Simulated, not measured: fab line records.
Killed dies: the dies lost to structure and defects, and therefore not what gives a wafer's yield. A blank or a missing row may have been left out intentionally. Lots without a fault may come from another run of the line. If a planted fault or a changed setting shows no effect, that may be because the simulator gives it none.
A single fault, viewed from 2 desks    flow rit-cmos    numbers are kept per desk, each desk with only its own; the story behind them comes last

== THE TOOL OWNER'S DESK: iline-stepper-02 ==
The tool's own readings at RIT_GATE_EXPOSE_13 (exposes mask M6, target cd 150 nm): means of the sampled wafers that have a number, for each lot that ran on this tool. Marked OUT: a lot whose mean sits more than 4 standard deviations from the usual mean, which makes it out of limits; the brackets give that distance.
Columns: A = reticle-temp-C at RIT_GATE_EXPOSE_13, usual 23.00 C
lot   first seen here  A
L617  day 2 13:26      22.95
L619  day 2 23:49      22.95
L621  day 3 09:01      23.08
L624  day 3 23:48      22.93
L626  day 4 13:45      22.95
L629  day 5 01:16      22.93
L632  day 5 19:53      23.06
L633  day 5 21:31      23.04
L635  day 6 10:54      22.95
Finding of this desk: none of the 9 lots has anything out of limits.

== AT THE METROLOGY DESK ==
What the gauges read, lot by lot, whatever tool the lot ran on: means of the sampled wafers that have a number. Marked OUT: a lot whose mean sits more than 4 standard deviations from the usual mean, which makes it out of limits; the brackets give that distance.
Columns: A = GATE_OVL at RIT_GATE_OVL_MEAS_17, usual 0.2 nm
lot   first seen here  A
L617  day 2 13:57      -0.5
L619  day 3 00:20      -0.7
L620  day 3 03:47      -0.0
L621  day 3 09:40      0.5
L624  day 4 00:19      -2.3
L626  day 4 14:16      0.2
L627  day 4 16:01      -0.6
L628  day 4 19:46      0.8
L629  day 5 01:47      -0.2
L632  day 5 20:23      0.3
L633  day 5 22:02      111.8 (+86) OUT
L634  day 6 02:20      1.1
L635  day 6 11:25      112.6 (+86) OUT
L637  day 6 16:46      0.3
Per this desk, out of limits: L633, L635; the first was L633, day 5 22:02 (GATE_OVL at RIT_GATE_OVL_MEAS_17). In limits: L617, L619, L620, L621, L624, L626, L627, L628, L629, L632, L634, L637.

== BROUGHT TOGETHER ==
An alarm was possible from the metrology desk at day 5 22:02, on L633, L635.
Nothing out of limits was seen by the tool owner's desk.
The tool owner's desk has L633, L635 on record, within its limits.
On iline-stepper-02, each named lot ran RIT_GATE_EXPOSE_13.

== WHAT THE SIMULATOR HAD PUT IN ==
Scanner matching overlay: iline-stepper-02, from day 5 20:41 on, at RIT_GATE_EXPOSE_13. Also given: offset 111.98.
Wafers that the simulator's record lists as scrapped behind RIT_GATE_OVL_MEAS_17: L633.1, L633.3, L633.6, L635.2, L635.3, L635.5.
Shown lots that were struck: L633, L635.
Per desk, hours elapsed from the start of the fault to the first reading out of limits: for the metrology desk, 1.
